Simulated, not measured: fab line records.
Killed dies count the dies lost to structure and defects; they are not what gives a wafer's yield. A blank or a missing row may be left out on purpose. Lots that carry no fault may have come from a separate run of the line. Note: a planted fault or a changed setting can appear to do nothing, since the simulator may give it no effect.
Shared-tool check || flow berkeleyCmos170 || 14 lots and 42 wafers in the sample

REASON IT WAS OPENED
2 of 14 lots carry a flag on the reading V1_TEOS_THK at UCB170_V1_THK_MEAS_01. Wafers without a fault read 1995 nm, standard deviation 28.
Rule: a lot gets a flag if all its wafers with a number sit over 4 standard deviations from that mean, or if no wafer of it has a number. As for the other lots, they are considered sound.

{"lot": "L519", "measured": "day 6 23:17", "on": "filmMetro-01", "V1_TEOS_THK (nm), wafer by wafer": "2007 1990 2037", "flag": ""}
{"lot": "L518", "measured": "day 7 04:10", "on": "filmMetro-02", "V1_TEOS_THK (nm), wafer by wafer": "1986 1993 1947", "flag": ""}
{"lot": "L520", "measured": "day 7 18:55", "on": "filmMetro-02", "V1_TEOS_THK (nm), wafer by wafer": "1967 2024 2055", "flag": ""}
{"lot": "L522", "measured": "day 8 12:38", "on": "filmMetro-01", "V1_TEOS_THK (nm), wafer by wafer": "1967 1985 1989", "flag": ""}
{"lot": "L526", "measured": "day 8 19:08", "on": "filmMetro-01", "V1_TEOS_THK (nm), wafer by wafer": "1978 2001 2005", "flag": ""}
{"lot": "L529", "measured": "day 9 15:38", "on": "filmMetro-01", "V1_TEOS_THK (nm), wafer by wafer": "1477 1489 1514", "flag": "FLAGGED"}
{"lot": "L534", "measured": "day 10 11:17", "on": "filmMetro-02", "V1_TEOS_THK (nm), wafer by wafer": "1995 2007 2014", "flag": ""}
{"lot": "L532", "measured": "day 10 13:26", "on": "filmMetro-02", "V1_TEOS_THK (nm), wafer by wafer": "1450 1516 1508", "flag": "FLAGGED"}
{"lot": "L535", "measured": "day 11 01:56", "on": "filmMetro-04", "V1_TEOS_THK (nm), wafer by wafer": "1985 2025 1988", "flag": ""}
{"lot": "L536", "measured": "day 11 03:16", "on": "filmMetro-02", "V1_TEOS_THK (nm), wafer by wafer": "1987 2020 2037", "flag": ""}
{"lot": "L537", "measured": "day 11 03:25", "on": "filmMetro-01", "V1_TEOS_THK (nm), wafer by wafer": "2010 1990 2008", "flag": ""}
{"lot": "L540", "measured": "day 11 15:14", "on": "filmMetro-02", "V1_TEOS_THK (nm), wafer by wafer": "2001 2008 2029", "flag": ""}
{"lot": "L539", "measured": "day 11 15:15", "on": "filmMetro-04", "V1_TEOS_THK (nm), wafer by wafer": "1984 2033 1998", "flag": ""}
{"lot": "L541", "measured": "day 11 15:25", "on": "filmMetro-01", "V1_TEOS_THK (nm), wafer by wafer": "1949 2026 1985", "flag": ""}
On average the flagged lots' numbers are 1492 nm, which is -503 nm against the usual, or -18 standard deviations.

LOT BY LOT: THE TOOL USED
2 process steps preceding the reading are held in the record, out of 331 steps in the route. Read each cell as the tool, then ch plus the chambers that the sampled wafers visited, then the start.
{"lot": "L519", "flag": "", "UCB170_CONTACT_STRIP_06": "plasmaAsher-01 ch 0,1, day 6 13:57", "UCB170_V1_CVD_00": "pecvd-03 ch 0,2, day 6 23:07"}
{"lot": "L518", "flag": "", "UCB170_CONTACT_STRIP_06": "plasmaAsher-01 ch 0,1, day 6 18:13", "UCB170_V1_CVD_00": "pecvd-01 ch 0,1,2, day 7 04:01"}
{"lot": "L520", "flag": "", "UCB170_CONTACT_STRIP_06": "plasmaAsher-02 ch 0,1, day 7 12:51", "UCB170_V1_CVD_00": "pecvd-04 ch 1,2, day 7 18:44"}
{"lot": "L522", "flag": "", "UCB170_CONTACT_STRIP_06": "plasmaAsher-03 ch 0,1, day 8 02:40", "UCB170_V1_CVD_00": "pecvd-01 ch 0,1, day 8 12:29"}
{"lot": "L526", "flag": "", "UCB170_CONTACT_STRIP_06": "plasmaAsher-01 ch 0,1, day 8 10:29", "UCB170_V1_CVD_00": "pecvd-01 ch 0,2, day 8 18:59"}
{"lot": "L529", "flag": "FLAGGED", "UCB170_CONTACT_STRIP_06": "plasmaAsher-02 ch 0,1, day 9 08:37", "UCB170_V1_CVD_00": "pecvd-01 ch 0,1, day 9 15:28"}
{"lot": "L534", "flag": "", "UCB170_CONTACT_STRIP_06": "plasmaAsher-03 ch 0,1, day 10 03:31", "UCB170_V1_CVD_00": "pecvd-04 ch 0,2, day 10 11:07"}
{"lot": "L532", "flag": "FLAGGED", "UCB170_CONTACT_STRIP_06": "plasmaAsher-03 ch 0,1, day 10 05:17", "UCB170_V1_CVD_00": "pecvd-01 ch 0,1,2, day 10 13:16"}
{"lot": "L535", "flag": "", "UCB170_CONTACT_STRIP_06": "plasmaAsher-01 ch 0,1, day 10 19:13", "UCB170_V1_CVD_00": "pecvd-03 ch 0,1, day 11 01:46"}
{"lot": "L536", "flag": "", "UCB170_CONTACT_STRIP_06": "plasmaAsher-01 ch 0,1, day 10 20:34", "UCB170_V1_CVD_00": "pecvd-04 ch 0,2, day 11 03:07"}
{"lot": "L537", "flag": "", "UCB170_CONTACT_STRIP_06": "plasmaAsher-02 ch 0,1, day 10 20:57", "UCB170_V1_CVD_00": "pecvd-04 ch 0,1,2, day 11 03:16"}
{"lot": "L540", "flag": "", "UCB170_CONTACT_STRIP_06": "plasmaAsher-02 ch 0,1, day 11 03:38", "UCB170_V1_CVD_00": "pecvd-03 ch 0,2, day 11 15:05"}
{"lot": "L539", "flag": "", "UCB170_CONTACT_STRIP_06": "plasmaAsher-02 ch 1, day 11 03:29", "UCB170_V1_CVD_00": "pecvd-04 ch 1,2, day 11 15:05"}
{"lot": "L541", "flag": "", "UCB170_CONTACT_STRIP_06": "plasmaAsher-01 ch 0,1, day 11 04:51", "UCB170_V1_CVD_00": "pecvd-03 ch 1,2, day 11 15:14"}
What these steps do:
- UCB170_CONTACT_STRIP_06: strips in O2.
- UCB170_V1_CVD_00: deposits SiO2 from TEOS/O2, target thk 2000 nm, time 250 s.
- UCB170_V1_THK_MEAS_01

FLAGGED OVER TOTAL, TOOL BY TOOL (the gauges that took the reading come last)
{"step": "UCB170_CONTACT_STRIP_06", "tool": "plasmaAsher-01", "lots run": 6, "flagged": 0, "share of the flagged lots": "none", "sound lots run after its first flagged lot": "-"}
{"step": "UCB170_CONTACT_STRIP_06", "tool": "plasmaAsher-02", "lots run": 5, "flagged": 1, "share of the flagged lots": "some", "sound lots run after its first flagged lot": "3 (L537,L539,L540)"}
{"step": "UCB170_CONTACT_STRIP_06", "tool": "plasmaAsher-03", "lots run": 3, "flagged": 1, "share of the flagged lots": "some", "sound lots run after its first flagged lot": 0}
{"step": "UCB170_V1_CVD_00", "tool": "pecvd-01", "lots run": 5, "flagged": 2, "share of the flagged lots": "all", "sound lots run after its first flagged lot": 0}
{"step": "UCB170_V1_CVD_00", "tool": "pecvd-03", "lots run": 4, "flagged": 0, "share of the flagged lots": "none", "sound lots run after its first flagged lot": "-"}
{"step": "UCB170_V1_CVD_00", "tool": "pecvd-04", "lots run": 5, "flagged": 0, "share of the flagged lots": "none", "sound lots run after its first flagged lot": "-"}
{"step": "UCB170_V1_THK_MEAS_01", "tool": "filmMetro-01", "lots run": 6, "flagged": 1, "share of the flagged lots": "some", "sound lots run after its first flagged lot": "2 (L537,L541)"}
{"step": "UCB170_V1_THK_MEAS_01", "tool": "filmMetro-02", "lots run": 6, "flagged": 1, "share of the flagged lots": "some", "sound lots run after its first flagged lot": "2 (L536,L540)"}
{"step": "UCB170_V1_THK_MEAS_01", "tool": "filmMetro-04", "lots run": 2, "flagged": 0, "share of the flagged lots": "none", "sound lots run after its first flagged lot": "-"}

WHAT THE TABLE ALLOWS
All flagged lots share 1 row of the table, namely pecvd-01 at UCB170_V1_CVD_00.
- pecvd-01 at UCB170_V1_CVD_00 ran 5 lots, 2 of them flagged. It ran its last sound lot, L526, at day 8 18:59 and its first flagged lot, L529, at day 9 15:28: a fault with its onset between the two fits.
Left over: one tool, pecvd-01 at UCB170_V1_CVD_00.

WHAT HAD BEEN PUT IN BY THE SIMULATOR
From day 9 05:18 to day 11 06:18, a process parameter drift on pecvd-01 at UCB170_V1_CVD_00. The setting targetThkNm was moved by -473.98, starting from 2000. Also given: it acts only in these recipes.
Lots struck among those shown: L529, L532. The rule given above showed the same thing.
